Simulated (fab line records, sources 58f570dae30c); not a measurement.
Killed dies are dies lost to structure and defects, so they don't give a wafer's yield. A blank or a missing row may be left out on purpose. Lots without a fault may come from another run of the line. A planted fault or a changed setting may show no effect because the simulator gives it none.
Problem report in the 8D (eight disciplines) form, filled by code | flow berkeley_cmos170 | the parts of the form that need people (team, actions taken, sign-off) are left out

1. THE PROBLEM
CONTACT_PSG_THK at UCB170_CONTACT_THK_MEAS_02 reads a mean of 732 nm on 6 wafers of 2 lots; wafers without a fault read 696 nm with a standard deviation of 6.9. That is +5.2 standard deviations from the usual mean.
First seen on wafer L238.1, day 12 00:04, on film_metro-03. The record holds 42 wafers of 14 lots with a number at this step. Rule for "out", or "out of limits": more than 4 standard deviations from the usual mean. The other wafers with a number count as sound.

2. WHAT IT IS AND WHAT IT IS NOT
question                    | is                           | is not
which readings at this step | CONTACT_PSG_THK              | -
which lots                  | L237, L238                   | L226, L227, L228, L231, L232, L234, L235, L243, L244, L245, L246, L247
which wafers of those lots  | all that have a number       | -
read on which gauges        | film_metro-02, film_metro-03 | film_metro-04
when                        | from day 12 00:04            | up to then (21 sound wafers); but 15 sound wafers of L243, L244, L245, L246, L247 came after

3. SUSPECTS, AND WHAT RULES EACH OUT
Counting: a tool at a process step up to the reading stays a suspect if it ran every lot that is out and no sound lot after the first of them.
- the gauge at UCB170_CONTACT_THK_MEAS_02: ruled out. The wafers that are out were read on 2 gauges (film_metro-02, film_metro-03).
- lpcvd-02 at UCB170_CONTACT_CVD_01 (deposits PSG from SiH4/O2/PH3, target thk 700 nm, time 2820 s): ruled out as a lasting fault. Sound lots L245 ran on it after its first lot that is out, L237 (day 11 20:03).
Left after counting: nothing in the record.

4. THE CAUSE (what the simulator had put in)
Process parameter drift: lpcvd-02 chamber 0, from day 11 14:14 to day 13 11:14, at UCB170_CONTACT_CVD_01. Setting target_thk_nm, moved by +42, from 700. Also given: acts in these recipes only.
Counting ruled it out, wrongly: the rule takes a fault to strike every lot that its tool runs from its start on, and this one did not.

5. THE CHAIN OF EFFECTS, in route order
Each row: a reading whose mean over the struck wafers that have a number lies more than 3 standard deviations from the usual. Only readings for which the record gives a usual standard deviation are gone through. hours: the time from each lot's start at the first step in this table that gives one to its start at this step, as a median over the lots. sigmas: the change in usual standard deviations.
hours | step                       | reading         | usual  | on struck wafers | change | sigmas
0     | UCB170_CONTACT_THK_MEAS_02 | CONTACT_PSG_THK | 696 nm | 732              | +36    | +5.2
Later measuring or inspecting steps at which every struck wafer that the step has a row for has a number for every such reading, and none has moved that far: UCB170_V2_CD_MEAS_12.

6. WHAT WOULD HAVE CAUGHT IT SOONER
In this record the first reading out of limits at a measuring or inspecting step was taken at day 12 00:04, 10 hours after the fault began at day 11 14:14.
